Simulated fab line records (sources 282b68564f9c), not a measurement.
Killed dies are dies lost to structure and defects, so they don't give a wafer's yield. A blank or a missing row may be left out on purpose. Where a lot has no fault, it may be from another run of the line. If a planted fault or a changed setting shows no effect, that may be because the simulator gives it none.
fab line records || flow rit_cmos
[record] {"lots": 14, "wafers": 42, "last_day": 7}
route steps=202 shown SILICIDE@162
lots with no fault: from the same line, run without faults
start_h: hours from the record's opening day to when the first of the lot's shown wafers began || wait_h: time in hours since the lot's previous step || " same as the row above || L1.1+2: one row covering several wafers at once || - value missing, or start not given || * or withheld: withheld || < > ~ a bound
route shown NAME@n: names a module that has steps shown in the file, with the first one's number in the route || usual: mean and standard deviation over wafers with no fault || same: alike in all rows || chamber/n: place in a boat || sites: readings site by site || _std_site: standard deviation of those values || _edge_site: the outer-site mean with the inner-site mean subtracted || radius_mm: for every site, how far away it sits from the centre of the wafer || mask NAME#n: copy n || behind: tool/chamber where the wafer was last shaped || hold: why the lot was held/for how many hours/how that ended || device: names the non-switching transistor (n, p or np) || end of line: tests of these same wafers at the route's end || step lacking rows: just its recipe || killed: the dies lost at the first sort to structure and to defects; this is not the yield of the wafer || map: the dies of a wafer, with x for killed, . for not killed, _ for no die there
set.NAME: the setting that was run; set.NAME@STEP: the one run at that earlier step || model.NAME: the simulator's own value behind a step, which no gauge read
steps of the route over a sample of lots; a table a step, a row a wafer
services: the hour from which a tool's chamber was out of use, counted from the record's first day as start_h (under 0 if before that day), plus the number of hours and why
[[steps]]
[step RIT_SILICIDE_SPUTTER_01]
[recipe] {"material": "Ti", "target_thk_nm": 30, "power_w": 350, "chamber_pressure_pa": 0.667, "gas": "Ar", "time_s": 240, "substrate_temp_c": 25}
[usual] {"throttle_valve_pct": "30.0/1.3"}
{"lot.wafer": "L149.3", "tool": "pvd_sputter-02", "chamber": "-", "start_h": 49.32, "wait_h": 0.0, "throttle_valve_pct": 30.2}
{"lot.wafer": "L149.4", "tool": "pvd_sputter-02", "chamber": "-", "start_h": 49.32, "wait_h": 0.0, "throttle_valve_pct": 30.9}
{"lot.wafer": "L149.6", "tool": "pvd_sputter-02", "chamber": "-", "start_h": 49.32, "wait_h": 0.0, "throttle_valve_pct": 30.6}
{"lot.wafer": "L150.4", "tool": "pvd_sputter-03", "chamber": "-", "start_h": 55.50, "wait_h": 0.0, "throttle_valve_pct": 27.8}
{"lot.wafer": "L150.5", "tool": "pvd_sputter-03", "chamber": "-", "start_h": 55.50, "wait_h": 0.0, "throttle_valve_pct": 28.3}
{"lot.wafer": "L150.6", "tool": "pvd_sputter-03", "chamber": "-", "start_h": 55.50, "wait_h": 0.0, "throttle_valve_pct": 29.9}
{"lot.wafer": "L151.1", "tool": "pvd_sputter-02", "chamber": "-", "start_h": 60.45, "wait_h": 0.0, "throttle_valve_pct": 30.7}
{"lot.wafer": "L151.2", "tool": "pvd_sputter-02", "chamber": "-", "start_h": 60.45, "wait_h": 0.0, "throttle_valve_pct": 30.4}
{"lot.wafer": "L151.3", "tool": "pvd_sputter-02", "chamber": "-", "start_h": 60.45, "wait_h": 0.0, "throttle_valve_pct": 30.5}
{"lot.wafer": "L152.3", "tool": "pvd_sputter-03", "chamber": "-", "start_h": 66.30, "wait_h": 0.0, "throttle_valve_pct": 27.9}
{"lot.wafer": "L152.4", "tool": "pvd_sputter-03", "chamber": "-", "start_h": 66.30, "wait_h": 0.0, "throttle_valve_pct": 31.5}
{"lot.wafer": "L152.5", "tool": "pvd_sputter-03", "chamber": "-", "start_h": 66.30, "wait_h": 0.0, "throttle_valve_pct": 28.1}
{"lot.wafer": "L154.2", "tool": "pvd_sputter-03", "chamber": "-", "start_h": 74.45, "wait_h": 0.0, "throttle_valve_pct": 31.4}
{"lot.wafer": "L154.4", "tool": "pvd_sputter-03", "chamber": "-", "start_h": 74.45, "wait_h": 0.0, "throttle_valve_pct": 28.2}
{"lot.wafer": "L154.5", "tool": "pvd_sputter-03", "chamber": "-", "start_h": 74.45, "wait_h": 0.0, "throttle_valve_pct": 28.3}
{"lot.wafer": "L155.1", "tool": "pvd_sputter-02", "chamber": "-", "start_h": 79.10, "wait_h": 0.0, "throttle_valve_pct": 30.6}
{"lot.wafer": "L155.2", "tool": "pvd_sputter-02", "chamber": "-", "start_h": 79.10, "wait_h": 0.0, "throttle_valve_pct": 30.6}
{"lot.wafer": "L155.6", "tool": "pvd_sputter-02", "chamber": "-", "start_h": 79.10, "wait_h": 0.0, "throttle_valve_pct": 31.0}
{"lot.wafer": "L156.2", "tool": "pvd_sputter-03", "chamber": "-", "start_h": 85.14, "wait_h": 0.0, "throttle_valve_pct": 31.4}
{"lot.wafer": "L156.4", "tool": "pvd_sputter-03", "chamber": "-", "start_h": 85.14, "wait_h": 0.0, "throttle_valve_pct": 31.2}
{"lot.wafer": "L156.5", "tool": "pvd_sputter-03", "chamber": "-", "start_h": 85.14, "wait_h": 0.0, "throttle_valve_pct": 28.1}
{"lot.wafer": "L161.2", "tool": "pvd_sputter-01", "chamber": "-", "start_h": 109.88, "wait_h": 0.0, "throttle_valve_pct": 29.9}
{"lot.wafer": "L161.4", "tool": "pvd_sputter-01", "chamber": "-", "start_h": 109.88, "wait_h": 0.0, "throttle_valve_pct": 27.9}
{"lot.wafer": "L161.6", "tool": "pvd_sputter-01", "chamber": "-", "start_h": 109.88, "wait_h": 0.0, "throttle_valve_pct": 30.0}
{"lot.wafer": "L163.3", "tool": "pvd_sputter-01", "chamber": "-", "start_h": 120.46, "wait_h": 0.0, "throttle_valve_pct": 29.9}
{"lot.wafer": "L163.5", "tool": "pvd_sputter-01", "chamber": "-", "start_h": 120.46, "wait_h": 0.0, "throttle_valve_pct": 27.6}
{"lot.wafer": "L163.6", "tool": "pvd_sputter-01", "chamber": "-", "start_h": 120.46, "wait_h": 0.0, "throttle_valve_pct": 29.7}
{"lot.wafer": "L164.2", "tool": "pvd_sputter-03", "chamber": "-", "start_h": 125.36, "wait_h": 0.0, "throttle_valve_pct": 28.2}
{"lot.wafer": "L164.4", "tool": "pvd_sputter-03", "chamber": "-", "start_h": 125.36, "wait_h": 0.0, "throttle_valve_pct": 31.5}
{"lot.wafer": "L164.6", "tool": "pvd_sputter-03", "chamber": "-", "start_h": 125.36, "wait_h": 0.0, "throttle_valve_pct": 31.6}
{"lot.wafer": "L166.2", "tool": "pvd_sputter-03", "chamber": "-", "start_h": 134.36, "wait_h": 0.0, "throttle_valve_pct": 31.4}
{"lot.wafer": "L166.5", "tool": "pvd_sputter-03", "chamber": "-", "start_h": 134.36, "wait_h": 0.0, "throttle_valve_pct": 31.6}
{"lot.wafer": "L166.6", "tool": "pvd_sputter-03", "chamber": "-", "start_h": 134.36, "wait_h": 0.0, "throttle_valve_pct": 31.8}
{"lot.wafer": "L167.3", "tool": "pvd_sputter-01", "chamber": "-", "start_h": 139.87, "wait_h": 0.0, "throttle_valve_pct": 29.5}
{"lot.wafer": "L167.5", "tool": "pvd_sputter-01", "chamber": "-", "start_h": 139.87, "wait_h": 0.0, "throttle_valve_pct": 29.8}
{"lot.wafer": "L167.6", "tool": "pvd_sputter-01", "chamber": "-", "start_h": 139.87, "wait_h": 0.0, "throttle_valve_pct": 28.0}
{"lot.wafer": "L169.2", "tool": "pvd_sputter-01", "chamber": "-", "start_h": 150.51, "wait_h": 0.0, "throttle_valve_pct": 29.8}
{"lot.wafer": "L169.3", "tool": "pvd_sputter-01", "chamber": "-", "start_h": 150.51, "wait_h": 0.0, "throttle_valve_pct": 27.9}
{"lot.wafer": "L169.5", "tool": "pvd_sputter-01", "chamber": "-", "start_h": 150.51, "wait_h": 0.0, "throttle_valve_pct": 29.6}
{"lot.wafer": "L171.1", "tool": "pvd_sputter-01", "chamber": "-", "start_h": 159.51, "wait_h": 0.0, "throttle_valve_pct": 27.7}
{"lot.wafer": "L171.3", "tool": "pvd_sputter-01", "chamber": "-", "start_h": 159.51, "wait_h": 0.0, "throttle_valve_pct": 30.0}
{"lot.wafer": "L171.4", "tool": "pvd_sputter-01", "chamber": "-", "start_h": 159.51, "wait_h": 0.0, "throttle_valve_pct": 29.7}
[step RIT_SILICIDE_RS_MEAS_02]
[recipe] {"thk_meas_gauge": "four-point-probe", "reads": "Ti_of_SILICIDE_SPUTTER_01"}
[usual] {"SILICIDE_TI_RS": "47.5/0.65"}
{"lot.wafer": "L149.3", "tool": "film_metro-01", "chamber": "-", "start_h": 49.51, "wait_h": 0.1, "SILICIDE_TI_RS[ohm/sq]": 46.3}
{"lot.wafer": "L149.4", "tool": "film_metro-01", "chamber": "-", "start_h": 49.51, "wait_h": 0.1, "SILICIDE_TI_RS[ohm/sq]": 46.4}
{"lot.wafer": "L149.6", "tool": "film_metro-01", "chamber": "-", "start_h": 49.51, "wait_h": 0.1, "SILICIDE_TI_RS[ohm/sq]": 46.5}
{"lot.wafer": "L150.4", "tool": "film_metro-01", "chamber": "-", "start_h": 55.71, "wait_h": 0.1, "SILICIDE_TI_RS[ohm/sq]": 47.8}
{"lot.wafer": "L150.5", "tool": "film_metro-01", "chamber": "-", "start_h": 55.71, "wait_h": 0.1, "SILICIDE_TI_RS[ohm/sq]": 47.3}
{"lot.wafer": "L150.6", "tool": "film_metro-01", "chamber": "-", "start_h": 55.71, "wait_h": 0.1, "SILICIDE_TI_RS[ohm/sq]": 47.7}
{"lot.wafer": "L151.1", "tool": "film_metro-03", "chamber": "-", "start_h": 60.60, "wait_h": 0.1, "SILICIDE_TI_RS[ohm/sq]": 47.7}
{"lot.wafer": "L151.2", "tool": "film_metro-03", "chamber": "-", "start_h": 60.60, "wait_h": 0.1, "SILICIDE_TI_RS[ohm/sq]": 47.6}
{"lot.wafer": "L151.3", "tool": "film_metro-03", "chamber": "-", "start_h": 60.60, "wait_h": 0.1, "SILICIDE_TI_RS[ohm/sq]": 47.8}
{"lot.wafer": "L152.3", "tool": "film_metro-03", "chamber": "-", "start_h": 66.49, "wait_h": 0.1, "SILICIDE_TI_RS[ohm/sq]": 47.7}
{"lot.wafer": "L152.4", "tool": "film_metro-03", "chamber": "-", "start_h": 66.49, "wait_h": 0.1, "SILICIDE_TI_RS[ohm/sq]": 48.1}
{"lot.wafer": "L152.5", "tool": "film_metro-03", "chamber": "-", "start_h": 66.49, "wait_h": 0.1, "SILICIDE_TI_RS[ohm/sq]": 47.9}
{"lot.wafer": "L154.2", "tool": "film_metro-03", "chamber": "-", "start_h": 74.62, "wait_h": 0.1, "SILICIDE_TI_RS[ohm/sq]": 46.5}
{"lot.wafer": "L154.4", "tool": "film_metro-03", "chamber": "-", "start_h": 74.62, "wait_h": 0.1, "SILICIDE_TI_RS[ohm/sq]": 48.3}
{"lot.wafer": "L154.5", "tool": "film_metro-03", "chamber": "-", "start_h": 74.62, "wait_h": 0.1, "SILICIDE_TI_RS[ohm/sq]": 47.8}
{"lot.wafer": "L155.1", "tool": "film_metro-01", "chamber": "-", "start_h": 79.25, "wait_h": 0.1, "SILICIDE_TI_RS[ohm/sq]": 46.7}
{"lot.wafer": "L155.2", "tool": "film_metro-01", "chamber": "-", "start_h": 79.25, "wait_h": 0.1, "SILICIDE_TI_RS[ohm/sq]": 46.8}
{"lot.wafer": "L155.6", "tool": "film_metro-01", "chamber": "-", "start_h": 79.25, "wait_h": 0.1, "SILICIDE_TI_RS[ohm/sq]": 46.6}
{"lot.wafer": "L156.2", "tool": "film_metro-01", "chamber": "-", "start_h": 85.31, "wait_h": 0.1, "SILICIDE_TI_RS[ohm/sq]": 48.4}
{"lot.wafer": "L156.4", "tool": "film_metro-01", "chamber": "-", "start_h": 85.31, "wait_h": 0.1, "SILICIDE_TI_RS[ohm/sq]": 48.0}
{"lot.wafer": "L156.5", "tool": "film_metro-01", "chamber": "-", "start_h": 85.31, "wait_h": 0.1, "SILICIDE_TI_RS[ohm/sq]": 48.0}
{"lot.wafer": "L161.2", "tool": "film_metro-03", "chamber": "-", "start_h": 110.05, "wait_h": 0.1, "SILICIDE_TI_RS[ohm/sq]": 47.4}
{"lot.wafer": "L161.4", "tool": "film_metro-03", "chamber": "-", "start_h": 110.05, "wait_h": 0.1, "SILICIDE_TI_RS[ohm/sq]": 46.7}
{"lot.wafer": "L161.6", "tool": "film_metro-03", "chamber": "-", "start_h": 110.05, "wait_h": 0.1, "SILICIDE_TI_RS[ohm/sq]": 47.0}
{"lot.wafer": "L163.3", "tool": "film_metro-03", "chamber": "-", "start_h": 120.65, "wait_h": 0.1, "SILICIDE_TI_RS[ohm/sq]": 47.4}
{"lot.wafer": "L163.5", "tool": "film_metro-03", "chamber": "-", "start_h": 120.65, "wait_h": 0.1, "SILICIDE_TI_RS[ohm/sq]": 46.8}
{"lot.wafer": "L163.6", "tool": "film_metro-03", "chamber": "-", "start_h": 120.65, "wait_h": 0.1, "SILICIDE_TI_RS[ohm/sq]": 47.2}
{"lot.wafer": "L164.2", "tool": "film_metro-03", "chamber": "-", "start_h": 125.53, "wait_h": 0.1, "SILICIDE_TI_RS[ohm/sq]": 48.5}
{"lot.wafer": "L164.4", "tool": "film_metro-03", "chamber": "-", "start_h": 125.53, "wait_h": 0.1, "SILICIDE_TI_RS[ohm/sq]": 47.7}
{"lot.wafer": "L164.6", "tool": "film_metro-03", "chamber": "-", "start_h": 125.53, "wait_h": 0.1, "SILICIDE_TI_RS[ohm/sq]": 43.0}
{"lot.wafer": "L166.2", "tool": "film_metro-03", "chamber": "-", "start_h": 134.53, "wait_h": 0.1, "SILICIDE_TI_RS[ohm/sq]": 43.0}
{"lot.wafer": "L166.5", "tool": "film_metro-03", "chamber": "-", "start_h": 134.53, "wait_h": 0.1, "SILICIDE_TI_RS[ohm/sq]": 43.1}
{"lot.wafer": "L166.6", "tool": "film_metro-03", "chamber": "-", "start_h": 134.53, "wait_h": 0.1, "SILICIDE_TI_RS[ohm/sq]": 47.2}
{"lot.wafer": "L167.3", "tool": "film_metro-03", "chamber": "-", "start_h": 140.06, "wait_h": 0.1, "SILICIDE_TI_RS[ohm/sq]": 46.6}
{"lot.wafer": "L167.5", "tool": "film_metro-03", "chamber": "-", "start_h": 140.06, "wait_h": 0.1, "SILICIDE_TI_RS[ohm/sq]": 46.2}
{"lot.wafer": "L167.6", "tool": "film_metro-03", "chamber": "-", "start_h": 140.06, "wait_h": 0.1, "SILICIDE_TI_RS[ohm/sq]": 46.5}
{"lot.wafer": "L169.2", "tool": "film_metro-04", "chamber": "-", "start_h": 150.68, "wait_h": 0.1, "SILICIDE_TI_RS[ohm/sq]": 47.3}
{"lot.wafer": "L169.3", "tool": "film_metro-04", "chamber": "-", "start_h": 150.68, "wait_h": 0.1, "SILICIDE_TI_RS[ohm/sq]": 46.7}
{"lot.wafer": "L169.5", "tool": "film_metro-04", "chamber": "-", "start_h": 150.68, "wait_h": 0.1, "SILICIDE_TI_RS[ohm/sq]": 47.4}
{"lot.wafer": "L171.1", "tool": "film_metro-03", "chamber": "-", "start_h": 159.66, "wait_h": 0.1, "SILICIDE_TI_RS[ohm/sq]": 46.6}
{"lot.wafer": "L171.3", "tool": "film_metro-03", "chamber": "-", "start_h": 159.66, "wait_h": 0.1, "SILICIDE_TI_RS[ohm/sq]": 46.7}
{"lot.wafer": "L171.4", "tool": "film_metro-03", "chamber": "-", "start_h": 159.66, "wait_h": 0.1, "SILICIDE_TI_RS[ohm/sq]": 46.3}
[step RIT_SILICIDE_THK_MEAS_03]
[recipe] {"thk_meas_gauge": "xrf", "reads": "Ti_of_SILICIDE_SPUTTER_01"}
[usual] {"SILICIDE_TI_THK": "30.6/0.34"}
{"lot.wafer": "L149.3", "tool": "film_metro-01", "chamber": "-", "start_h": 49.61, "wait_h": 0.1, "SILICIDE_TI_THK[nm]": 31.2}
{"lot.wafer": "L149.4", "tool": "film_metro-01", "chamber": "-", "start_h": 49.61, "wait_h": 0.1, "SILICIDE_TI_THK[nm]": 31.0}
{"lot.wafer": "L149.6", "tool": "film_metro-01", "chamber": "-", "start_h": 49.61, "wait_h": 0.1, "SILICIDE_TI_THK[nm]": 31.0}
{"lot.wafer": "L150.4", "tool": "film_metro-01", "chamber": "-", "start_h": 55.80, "wait_h": 0.1, "SILICIDE_TI_THK[nm]": 30.3}
{"lot.wafer": "L150.5", "tool": "film_metro-01", "chamber": "-", "start_h": 55.80, "wait_h": 0.1, "SILICIDE_TI_THK[nm]": 30.8}
{"lot.wafer": "L150.6", "tool": "film_metro-01", "chamber": "-", "start_h": 55.80, "wait_h": 0.1, "SILICIDE_TI_THK[nm]": 30.5}
{"lot.wafer": "L151.1", "tool": "film_metro-03", "chamber": "-", "start_h": 60.72, "wait_h": 0.1, "SILICIDE_TI_THK[nm]": 30.4}
{"lot.wafer": "L151.2", "tool": "film_metro-03", "chamber": "-", "start_h": 60.72, "wait_h": 0.1, "SILICIDE_TI_THK[nm]": 30.6}
{"lot.wafer": "L151.3", "tool": "film_metro-03", "chamber": "-", "start_h": 60.72, "wait_h": 0.1, "SILICIDE_TI_THK[nm]": 30.5}
{"lot.wafer": "L152.3", "tool": "film_metro-03", "chamber": "-", "start_h": 66.59, "wait_h": 0.1, "SILICIDE_TI_THK[nm]": 30.6}
{"lot.wafer": "L152.4", "tool": "film_metro-03", "chamber": "-", "start_h": 66.59, "wait_h": 0.1, "SILICIDE_TI_THK[nm]": 30.3}
{"lot.wafer": "L152.5", "tool": "film_metro-03", "chamber": "-", "start_h": 66.59, "wait_h": 0.1, "SILICIDE_TI_THK[nm]": 30.2}
{"lot.wafer": "L154.2", "tool": "film_metro-03", "chamber": "-", "start_h": 74.73, "wait_h": 0.1, "SILICIDE_TI_THK[nm]": 31.0}
{"lot.wafer": "L154.4", "tool": "film_metro-03", "chamber": "-", "start_h": 74.73, "wait_h": 0.1, "SILICIDE_TI_THK[nm]": 30.1}
{"lot.wafer": "L154.5", "tool": "film_metro-03", "chamber": "-", "start_h": 74.73, "wait_h": 0.1, "SILICIDE_TI_THK[nm]": 30.3}
{"lot.wafer": "L155.1", "tool": "film_metro-01", "chamber": "-", "start_h": 79.37, "wait_h": 0.1, "SILICIDE_TI_THK[nm]": 31.1}
{"lot.wafer": "L155.2", "tool": "film_metro-01", "chamber": "-", "start_h": 79.37, "wait_h": 0.1, "SILICIDE_TI_THK[nm]": 31.1}
{"lot.wafer": "L155.6", "tool": "film_metro-01", "chamber": "-", "start_h": 79.37, "wait_h": 0.1, "SILICIDE_TI_THK[nm]": 30.9}
{"lot.wafer": "L156.2", "tool": "film_metro-01", "chamber": "-", "start_h": 85.42, "wait_h": 0.1, "SILICIDE_TI_THK[nm]": 30.1}
{"lot.wafer": "L156.4", "tool": "film_metro-01", "chamber": "-", "start_h": 85.42, "wait_h": 0.1, "SILICIDE_TI_THK[nm]": 30.5}
{"lot.wafer": "L156.5", "tool": "film_metro-01", "chamber": "-", "start_h": 85.42, "wait_h": 0.1, "SILICIDE_TI_THK[nm]": 30.3}
{"lot.wafer": "L161.2", "tool": "film_metro-03", "chamber": "-", "start_h": 110.16, "wait_h": 0.1, "SILICIDE_TI_THK[nm]": 30.4}
{"lot.wafer": "L161.4", "tool": "film_metro-03", "chamber": "-", "start_h": 110.16, "wait_h": 0.1, "SILICIDE_TI_THK[nm]": 30.9}
{"lot.wafer": "L161.6", "tool": "film_metro-03", "chamber": "-", "start_h": 110.16, "wait_h": 0.1, "SILICIDE_TI_THK[nm]": 30.8}
{"lot.wafer": "L163.3", "tool": "film_metro-03", "chamber": "-", "start_h": 120.75, "wait_h": 0.1, "SILICIDE_TI_THK[nm]": 30.8}
{"lot.wafer": "L163.5", "tool": "film_metro-03", "chamber": "-", "start_h": 120.75, "wait_h": 0.1, "SILICIDE_TI_THK[nm]": 31.0}
{"lot.wafer": "L163.6", "tool": "film_metro-03", "chamber": "-", "start_h": 120.75, "wait_h": 0.1, "SILICIDE_TI_THK[nm]": 30.9}
{"lot.wafer": "L164.2", "tool": "film_metro-03", "chamber": "-", "start_h": 125.64, "wait_h": 0.1, "SILICIDE_TI_THK[nm]": 30.1}
{"lot.wafer": "L164.4", "tool": "film_metro-03", "chamber": "-", "start_h": 125.64, "wait_h": 0.1, "SILICIDE_TI_THK[nm]": 30.6}
{"lot.wafer": "L164.6", "tool": "film_metro-03", "chamber": "-", "start_h": 125.64, "wait_h": 0.1, "SILICIDE_TI_THK[nm]": 33.2}
{"lot.wafer": "L166.2", "tool": "film_metro-03", "chamber": "-", "start_h": 134.64, "wait_h": 0.1, "SILICIDE_TI_THK[nm]": 33.1}
{"lot.wafer": "L166.5", "tool": "film_metro-03", "chamber": "-", "start_h": 134.64, "wait_h": 0.1, "SILICIDE_TI_THK[nm]": 33.2}
{"lot.wafer": "L166.6", "tool": "film_metro-03", "chamber": "-", "start_h": 134.64, "wait_h": 0.1, "SILICIDE_TI_THK[nm]": 30.7}
{"lot.wafer": "L167.3", "tool": "film_metro-03", "chamber": "-", "start_h": 140.16, "wait_h": 0.1, "SILICIDE_TI_THK[nm]": 31.2}
{"lot.wafer": "L167.5", "tool": "film_metro-03", "chamber": "-", "start_h": 140.16, "wait_h": 0.1, "SILICIDE_TI_THK[nm]": 31.4}
{"lot.wafer": "L167.6", "tool": "film_metro-03", "chamber": "-", "start_h": 140.16, "wait_h": 0.1, "SILICIDE_TI_THK[nm]": 31.2}
{"lot.wafer": "L169.2", "tool": "film_metro-04", "chamber": "-", "start_h": 150.79, "wait_h": 0.1, "SILICIDE_TI_THK[nm]": 30.9}
{"lot.wafer": "L169.3", "tool": "film_metro-04", "chamber": "-", "start_h": 150.79, "wait_h": 0.1, "SILICIDE_TI_THK[nm]": 31.1}
{"lot.wafer": "L169.5", "tool": "film_metro-04", "chamber": "-", "start_h": 150.79, "wait_h": 0.1, "SILICIDE_TI_THK[nm]": 30.7}
{"lot.wafer": "L171.1", "tool": "film_metro-03", "chamber": "-", "start_h": 159.78, "wait_h": 0.1, "SILICIDE_TI_THK[nm]": 31.1}
{"lot.wafer": "L171.3", "tool": "film_metro-03", "chamber": "-", "start_h": 159.78, "wait_h": 0.1, "SILICIDE_TI_THK[nm]": 31.0}
{"lot.wafer": "L171.4", "tool": "film_metro-03", "chamber": "-", "start_h": 159.78, "wait_h": 0.1, "SILICIDE_TI_THK[nm]": 31.1}
[[services]]
{"tool": "pvd_sputter-01", "chamber": "-", "start_h": 36.59, "hours": 2.3, "kind": "repair"}
{"tool": "pvd_sputter-01", "chamber": "-", "start_h": 54.37, "hours": 4.9, "kind": "repair"}
{"tool": "pvd_sputter-02", "chamber": "-", "start_h": 87.69, "hours": 9.4, "kind": "repair"}
{"tool": "pvd_sputter-03", "chamber": "-", "start_h": 130.60, "hours": 0.7, "kind": "repair"}
{"tool": "pvd_sputter-03", "chamber": "-", "start_h": 158.65, "hours": 2.6, "kind": "repair"}
[[key]]
[first_sign] {"step": "RIT_SILICIDE_RS_MEAS_02", "reading": "SILICIDE_TI_RS", "direction": "down", "sigmas": 6.8, "usual": 47.5, "struck": 43.0}
[effect] {"step": "RIT_SILICIDE_THK_MEAS_03", "reading": "SILICIDE_TI_THK", "direction": "up", "sigmas": 7.5, "usual": 30.6, "struck": 33.2}
met_at RIT_SILICIDE_SPUTTER_01
struck_lots L164,L166
struck_wafers L164.6,L166.2,L166.5
tester_left_out L164,L166
onset_between 85.14 125.36
[fault] {"kind": "process_parameter_drift", "tool": "pvd_sputter-03", "chamber": "-", "onset_h": 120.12, "steps": "RIT_SILICIDE_SPUTTER_01", "channel": "target_thk_nm", "offset": 2.9691, "shape": "step", "end_h": 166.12, "stated": 30, "scope": "struck_wafers_only"}
// tester_left_out: of these lots the tester's yield and bins aren't shown, on N5 and GAA mostly nor the transistor test; their killed dies are dies lost to structure and defects alone, not to doping, threshold or leakage, so they don't give the yield
